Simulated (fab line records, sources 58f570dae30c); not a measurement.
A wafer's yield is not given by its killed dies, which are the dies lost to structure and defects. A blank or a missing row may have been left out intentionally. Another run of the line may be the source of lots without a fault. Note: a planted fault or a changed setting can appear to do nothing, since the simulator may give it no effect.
fab line records + flow berkeleyCmos170
record:
- lots: 15
- wafers: 45
- lastDay: 12
route steps=331 shown PWELL@49
lots untouched by any fault: they come from a run of this same line in which no faults occurred
startH: start of the lot's first displayed wafer, in hours after the record's first day + waitH: hours elapsed since this lot's preceding step + " same as the row above + L1.1+2: a row that stands for several wafers + - value missing, or start not given + * or withheld: withheld + < > ~ a bound
route shown NAME@n: names a module that has steps shown in the file, with the first one's number in the route + usual: average and standard deviation across the fault-free wafers + same: alike in all rows + chamber/n: place in a boat + sites: each site's reading + _std_site: their standard deviation + _edge_site: the outer-site mean with the inner-site mean subtracted + radiusMm: for every site, how far away it sits from the centre of the wafer + mask NAME#n: copy n + behind: the last tool/chamber to shape the wafer + hold: the reason the lot was held/the length of the hold in hours/how it ended + device: whichever transistor did not switch (one of n, p or np) + end of line: the same wafers' tests at the end of the route + step lacking rows: just its recipe + killed: count of dies lost to structure and defects at first sort (not the wafer's yield) + map: dies across one wafer; x = killed, . = not, _ = none there
set.NAME: the run value of the setting; set.NAME@STEP: its run value at that earlier step + model.NAME: the simulator's own value behind a step, which no gauge read
steps of the route over a sample of lots; a table a step, a row a wafer
services: the hour from which a tool's chamber was out of use, counted from the record's first day as startH (under 0 if before that day), plus the number of hours and why
== steps ==
step: UCB170_PWELL_IMPLANT_15
recipe:
- species: B
- doseCm2: 5e+12
- energyKev: 60
- tiltDeg: 7
usual:
- endStationPressureTorr: 5.01e-06/2.6e-07
| lot.wafer | tool         | chamber | startH | waitH | endStationPressureTorr |
|-----------|--------------|---------|--------|-------|------------------------|
| L497.1    | implanter-01 | 0       | 58.37  | 0.1   | 4.72e-06               |
| L497.3    | "            | 0       | "      | "     | 5.17e-06               |
| L497.4    | "            | 0       | "      | "     | 5.29e-06               |
| L500.3    | implanter-01 | 0       | 70.95  | 0.1   | 4.6e-06                |
| L500.5    | "            | 0       | "      | "     | 4.88e-06               |
| L500.6    | "            | 0       | "      | "     | 4.98e-06               |
| L498.4    | implanter-04 | 0       | 70.96  | 0.1   | 5.34e-06               |
| L498.5    | "            | 0       | "      | "     | 4.78e-06               |
| L498.6    | "            | 0       | "      | "     | 4.59e-06               |
| L499.2    | implanter-03 | 0       | 71.04  | 0.1   | 4.95e-06               |
| L499.5    | "            | 0       | "      | "     | 5.18e-06               |
| L499.6    | "            | 0       | "      | "     | 5.2e-06                |
| L501.1    | implanter-03 | 0       | 79.89  | 0.1   | 5.16e-06               |
| L501.5    | "            | 0       | "      | "     | 5.18e-06               |
| L501.6    | "            | 0       | "      | "     | 5.27e-06               |
| L503.3    | implanter-03 | 0       | 97.63  | 0.1   | 5.16e-06               |
| L503.4    | "            | 0       | "      | "     | 5.28e-06               |
| L503.6    | "            | 0       | "      | "     | 5.36e-06               |
| L505.2    | implanter-01 | 0       | 97.82  | 0.1   | 5.21e-06               |
| L505.3    | "            | 0       | "      | "     | 5.52e-06               |
| L505.6    | "            | 0       | "      | "     | 4.74e-06               |
| L505.2    | implanter-01 | 0       | 98.30  | 0.5   | 4.85e-06               |
| L505.3    | "            | 0       | "      | "     | 5.17e-06               |
| L505.6    | "            | 0       | "      | "     | 4.92e-06               |
| L504.1    | implanter-01 | 0       | 98.13  | 0.1   | 4.63e-06               |
| L504.5    | "            | 0       | "      | "     | 5.44e-06               |
| L504.6    | "            | 0       | "      | "     | 4.6e-06                |
| L504.1    | implanter-01 | 0       | 98.44  | 0.3   | 5.33e-06               |
| L504.5    | "            | 0       | "      | "     | 5.02e-06               |
| L504.6    | "            | 0       | "      | "     | 4.97e-06               |
| L507.1    | implanter-01 | 0       | 105.13 | 0.1   | 4.69e-06               |
| L507.3    | "            | 0       | "      | "     | 4.71e-06               |
| L507.6    | "            | 0       | "      | "     | 4.83e-06               |
| L512.3    | implanter-01 | 0       | 127.63 | 0.1   | 4.86e-06               |
| L512.5    | "            | 0       | "      | "     | 4.73e-06               |
| L512.6    | "            | 0       | "      | "     | 4.94e-06               |
| L512.3    | implanter-01 | 0       | 127.95 | 0.3   | 4.52e-06               |
| L512.5    | "            | 0       | "      | "     | 4.67e-06               |
| L512.6    | "            | 0       | "      | "     | 5.23e-06               |
| L513.1    | implanter-04 | 0       | 135.25 | 0.1   | 5.02e-06               |
| L513.4    | "            | 0       | "      | "     | 5.21e-06               |
| L513.5    | "            | 0       | "      | "     | 4.95e-06               |
| L515.1    | implanter-03 | 0       | 146.58 | 0.1   | 5.42e-06               |
| L515.2    | "            | 0       | "      | "     | 5.17e-06               |
| L515.6    | "            | 0       | "      | "     | 5.19e-06               |
| L516.3    | implanter-01 | 0       | 151.96 | 0.1   | 4.73e-06               |
| L516.4    | "            | 0       | "      | "     | 5.07e-06               |
| L516.5    | "            | 0       | "      | "     | 5.49e-06               |
| L520.2    | implanter-01 | 0       | 167.79 | 0.1   | 4.93e-06               |
| L520.3    | "            | 0       | "      | "     | 5.03e-06               |
| L520.5    | "            | 0       | "      | "     | 5.06e-06               |
| L519.3    | implanter-03 | 0       | 168.37 | 0.1   | 4.82e-06               |
| L519.4    | "            | 0       | "      | "     | 5.52e-06               |
| L519.6    | "            | 0       | "      | "     | 5.62e-06               |
step: UCB170_PWELL_TW_MEAS_17
usual:
- PWELL_TW: 382/4.2
| lot.wafer | tool         | chamber | startH | waitH | PWELL_TW |
|-----------|--------------|---------|--------|-------|----------|
| L497.1    | filmMetro-03 | -       | 58.62  | 0.1   | 386      |
| L497.3    | "            | -       | "      | "     | 385      |
| L497.4    | "            | -       | "      | "     | 385      |
| L498.4    | filmMetro-01 | -       | 71.17  | 0.1   | 382      |
| L498.5    | "            | -       | "      | "     | 381      |
| L498.6    | "            | -       | "      | "     | 384      |
| L500.3    | filmMetro-02 | -       | 71.17  | 0.1   | 379      |
| L500.5    | "            | -       | "      | "     | 378      |
| L500.6    | "            | -       | "      | "     | 377      |
| L499.2    | filmMetro-03 | -       | 71.28  | 0.1   | 385      |
| L499.5    | "            | -       | "      | "     | 387      |
| L499.6    | "            | -       | "      | "     | 386      |
| L501.1    | filmMetro-01 | -       | 80.14  | 0.1   | 384      |
| L501.5    | "            | -       | "      | "     | 382      |
| L501.6    | "            | -       | "      | "     | 384      |
| L503.3    | filmMetro-02 | -       | 97.85  | 0.1   | 378      |
| L503.4    | "            | -       | "      | "     | 378      |
| L503.6    | "            | -       | "      | "     | 378      |
| L505.2    | filmMetro-02 | -       | 98.60  | 0.1   | 467      |
| L505.3    | "            | -       | "      | "     | 468      |
| L505.6    | "            | -       | "      | "     | 468      |
| L504.1    | filmMetro-01 | -       | 98.70  | 0.1   | 477      |
| L504.5    | "            | -       | "      | "     | 476      |
| L504.6    | "            | -       | "      | "     | 478      |
| L507.1    | filmMetro-03 | -       | 105.38 | 0.1   | 382      |
| L507.3    | "            | -       | "      | "     | 383      |
| L507.6    | "            | -       | "      | "     | 383      |
| L512.3    | filmMetro-01 | -       | 128.28 | 0.1   | 477      |
| L512.5    | "            | -       | "      | "     | 477      |
| L512.6    | "            | -       | "      | "     | 479      |
| L513.1    | filmMetro-02 | -       | 135.50 | 0.1   | 374      |
| L513.4    | "            | -       | "      | "     | 374      |
| L513.5    | "            | -       | "      | "     | 374      |
| L515.1    | filmMetro-01 | -       | 146.83 | 0.1   | 386      |
| L515.2    | "            | -       | "      | "     | 385      |
| L515.6    | "            | -       | "      | "     | 386      |
| L516.3    | filmMetro-02 | -       | 152.18 | 0.1   | 374      |
| L516.4    | "            | -       | "      | "     | 375      |
| L516.5    | "            | -       | "      | "     | 375      |
| L520.2    | filmMetro-01 | -       | 168.03 | 0.1   | 383      |
| L520.3    | "            | -       | "      | "     | 385      |
| L520.5    | "            | -       | "      | "     | 383      |
| L519.3    | filmMetro-01 | -       | 168.59 | 0.1   | 386      |
| L519.4    | "            | -       | "      | "     | 383      |
| L519.6    | "            | -       | "      | "     | 383      |
== services ==
| tool         | chamber | startH | hours | kind   |
|--------------|---------|--------|-------|--------|
| implanter-03 | -       | 37.32  | 17.8  | pm     |
| implanter-01 | -       | 40.03  | 3.4   | repair |
| implanter-03 | -       | 130.31 | 2.4   | repair |
| implanter-03 | -       | 139.18 | 1.8   | repair |
== key ==
firstSign:
- step: UCB170_PWELL_IMPLANT_15
- reading: visit
- direction: added
effect:
- step: UCB170_PWELL_TW_MEAS_17
- reading: PWELL_TW
- direction: up
- sigmas: 22
- usual: 382
- struck: 474
metAt UCB170_PWELL_IMPLANT_15
struckLots L504,L505,L512
testerLeftOut L504,L505,L512
fault:
- kind: repeatedStepWhole
- tool: implanter-01,implanter-03,implanter-04
- chamber: -
- onsetH: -
- steps: UCB170_PWELL_IMPLANT_15
- times: 1
- scope: struckLotsOnly
testerLeftOut: of these lots the tester's yield and bins aren't shown, on N5 and GAA mostly nor the transistor test; their killed dies are dies lost to structure and defects alone, not to doping, threshold or leakage, so they don't give the yield
